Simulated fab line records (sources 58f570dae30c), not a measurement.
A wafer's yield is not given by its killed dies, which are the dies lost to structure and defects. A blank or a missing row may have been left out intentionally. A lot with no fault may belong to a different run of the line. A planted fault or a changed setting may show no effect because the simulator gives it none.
What tool caused it?    flow berkeleyCmos170    14 lots, 42 wafers sampled, at 6 steps of a route of 331

== WHAT EACH GAUGE READ, for each wafer ==
UCB170_PVT_TW_MEAS_09.
lot   measured      on            PVT_TW
L959  day 5 10:51   filmMetro-02  509 514 511
L960  day 5 15:25   filmMetro-04  508 508 505
L961  day 6 02:52   filmMetro-02  516 514 515
L962  day 6 09:37   filmMetro-03  512 509 510
L963  day 6 09:41   filmMetro-04  504 502 503
L969  day 7 10:43   filmMetro-04  504 503 506
L972  day 7 17:44   filmMetro-03  513 511 514
L974  day 8 20:41   filmMetro-04  507 508 506
L976  day 9 01:45   filmMetro-03  511 513 516
L977  day 9 02:44   filmMetro-04  505 505 505
L975  day 9 02:44   filmMetro-02  512 513 511
L980  day 9 23:29   filmMetro-03  517 514 513
L979  day 10 00:35  filmMetro-03  512 509 509
L982  day 10 08:20  filmMetro-03  509 508 509

UCB170_GATE_CD_MEAS_12 targets a cd of 350 nm.
lot   measured      on        cdNm (nm)
L959  day 5 21:28   cdSem-01  349.8 348.1 347.9
L960  day 6 06:43   cdSem-01  349.9 349.2 350.0
L961  day 6 14:19   cdSem-01  350.7 351.5 351.6
L962  day 6 21:26   cdSem-02  351.0 350.2 351.2
L963  day 6 21:59   cdSem-01  349.6 348.8 349.2
L969  day 7 19:59   cdSem-01  351.2 351.6 351.3
L972  day 8 04:49   cdSem-01  349.2 350.7 349.7
L974  day 9 08:18   cdSem-01  348.2 347.3 349.1
L976  day 9 11:55   cdSem-01  349.1 348.1 349.9
L977  day 9 11:45   cdSem-01  348.8 348.2 349.6
L975  day 9 12:07   cdSem-01  348.7 349.6 346.3
L980  day 10 11:18  cdSem-01  348.8 349.3 349.2
L979  day 10 11:05  cdSem-02  350.5 351.3 350.5
L982  day 10 20:17  cdSem-01  352.1 353.1 351.1

UCB170_NLDD_TW_MEAS_11.
lot   measured      on            NLDD_TW
L959  day 6 04:05   filmMetro-02  2226 2235 2237
L960  day 6 14:20   filmMetro-04  2188 2190 2191
L961  day 6 18:51   filmMetro-04  2176 2181 2187
L962  day 7 01:16   filmMetro-04  2196 2208 2189
L963  day 7 02:14   filmMetro-04  2192 2191 2202
L969  day 8 00:41   filmMetro-01  2438 2452 2456
L972  day 8 09:45   filmMetro-04  2420 2420 2421
L974  day 9 12:34   filmMetro-01  2228 2218 2225
L976  day 9 16:29   filmMetro-02  2220 2239 2238
L977  day 9 16:16   filmMetro-04  2178 2187 2184
L975  day 9 16:49   filmMetro-04  2197 2191 2191
L980  day 10 15:38  filmMetro-02  2230 2234 2232
L979  day 10 15:16  filmMetro-04  2207 2193 2214
L982  day 11 04:01  filmMetro-04  2195 2201 2198

UCB170_PSD_CD_MEAS_06 targets a cd of 1200 nm.
lot   measured      on        cdNm (nm)
L959  day 6 09:11   cdSem-02  1200.8 1200.9 1201.1
L960  day 6 22:01   cdSem-02  1200.2 1199.9 1199.6
L961  day 7 00:00   cdSem-01  1198.2 1197.9 1198.2
L962  day 7 06:24   cdSem-01  1200.2 1201.7 1201.4
L963  day 7 06:17   cdSem-01  1200.0 1200.5 1200.0
L969  day 8 05:16   cdSem-01  1199.9 1198.9 1199.3
L972  day 8 15:59   cdSem-01  1198.3 1197.6 1199.3
L974  day 9 17:21   cdSem-02  1201.6 1200.6 1200.9
L976  day 9 22:06   cdSem-01  1200.5 1198.4 1200.2
L977  day 9 21:55   cdSem-02  1200.6 1199.8 1199.2
L975  day 9 22:20   cdSem-01  1198.5 1199.0 1199.3
L980  day 10 22:31  cdSem-02  1201.3 1201.2 1201.5
L979  day 10 22:04  cdSem-02  1200.4 1200.6 1199.8
L982  day 11 09:18  cdSem-01  1200.2 1199.3 1200.6

UCB170_SDANNEAL_RS_MEAS_05: measures by four-point-probe.
lot   measured      on            NLDD_RS (ohm/sq)
L959  day 6 14:12   filmMetro-01  622.1 620.1 617.5
L960  day 7 03:10   filmMetro-01  618.6 618.9 618.6
L961  day 7 03:28   filmMetro-02  620.3 619.7 618.2
L962  day 7 10:26   filmMetro-01  618.4 617.3 616.5
L963  day 7 10:04   filmMetro-02  617.6 616.9 617.1
L969  day 8 09:12   filmMetro-04  480.9 480.6 481.3
L972  day 8 21:46   filmMetro-01  483.3 482.2 483.4
L974  day 9 20:50   filmMetro-01  616.9 617.6 617.8
L976  day 10 04:47  filmMetro-02  617.0 617.3 617.9
L977  day 10 02:33  filmMetro-01  618.1 618.5 619.9
L975  day 10 02:41  filmMetro-02  619.3 619.2 619.1
L980  day 11 04:32  filmMetro-02  614.9 616.4 616.8
L979  day 11 03:17  filmMetro-02  622.0 620.4 620.7
L982  day 11 14:53  filmMetro-02  618.0 618.5 618.1

== TOOL THAT RAN EACH LOT (tool first, then ch and the chambers of the sampled wafers, then the start) ==
lot   UCB170_NLDD_IMPLANT_09
L959  implanter-03 ch 0, day 6 03:52
L960  implanter-03 ch 0, day 6 14:05
L961  implanter-04 ch 0, day 6 18:36
L962  implanter-02 ch 0, day 7 01:02
L963  implanter-02 ch 0, day 7 01:59
L969  implanter-02 ch 0, day 8 00:26
L972  implanter-02 ch 0, day 8 09:33
L974  implanter-04 ch 0, day 9 12:22
L976  implanter-04 ch 0, day 9 16:16
L977  implanter-03 ch 0, day 9 16:01
L975  implanter-03 ch 0, day 9 16:34
L980  implanter-03 ch 0, day 10 15:25
L979  implanter-04 ch 0, day 10 15:03
L982  implanter-02 ch 0, day 11 03:46
- UCB170_NLDD_IMPLANT_09

== AS READ BY THE TOOLS THEMSELVES (means over the sampled wafers that have a number; for cases with no such wafer, the mark the record gives instead) ==
UCB170_NLDD_IMPLANT_09.
lot   tool          doseIonsCm2  faradayCurrentUA
L959  implanter-03  5.003e+13    163
L960  implanter-03  5.000e+13    159
L961  implanter-04  5.000e+13    160
L962  implanter-02  5.002e+13    159
L963  implanter-02  4.996e+13    156
L969  implanter-02  9.310e+13    298
L972  implanter-02  9.308e+13    303
L974  implanter-04  4.995e+13    160
L976  implanter-04  5.001e+13    159
L977  implanter-03  4.996e+13    160
L975  implanter-03  4.997e+13    155
L980  implanter-03  4.995e+13    158
L979  implanter-04  4.997e+13    161
L982  implanter-02  4.994e+13    157

== THE ANSWER, worked out from the rows above alone ==
Rule: the usual values come from the lots themselves. The widest of any qualifying gaps counts: lots, ordered by their means at a reading, are off when they make up no more than a third of the lots, leave a main group of 4 or more, and stand apart from it by 3 or more times the standard deviation of that group's means. The tables above print the reading to a certain number of digits; a main group whose means all agree to those digits is not used. Also off: a lot with no number at a reading for which 4 or more lots have one. Any other lot the step has rows for is counted as sound. Order of review: gauges by route order, followed by the tools' own readings, for which a lot's mean as printed above is used. The first step at which some lot is off is used, and at that step the reading that is off furthest; a lot without a number counts as furthest.
Off: at UCB170_NLDD_TW_MEAS_11 (NLDD_TW), L969, L972. The main group: mean 2205, standard deviation 19.
If a tool, at a process step before that reading, ran all the lots that are off and no sound lot after the first of them, it fits. Not tried: the gauges at UCB170_NLDD_TW_MEAS_11; whatever is off there is also off at UCB170_NLDD_IMPLANT_09, on other tools, and gauge error can't account for it. Not one of the candidates tried fits.

== WHAT THE SIMULATOR PUT IN ==
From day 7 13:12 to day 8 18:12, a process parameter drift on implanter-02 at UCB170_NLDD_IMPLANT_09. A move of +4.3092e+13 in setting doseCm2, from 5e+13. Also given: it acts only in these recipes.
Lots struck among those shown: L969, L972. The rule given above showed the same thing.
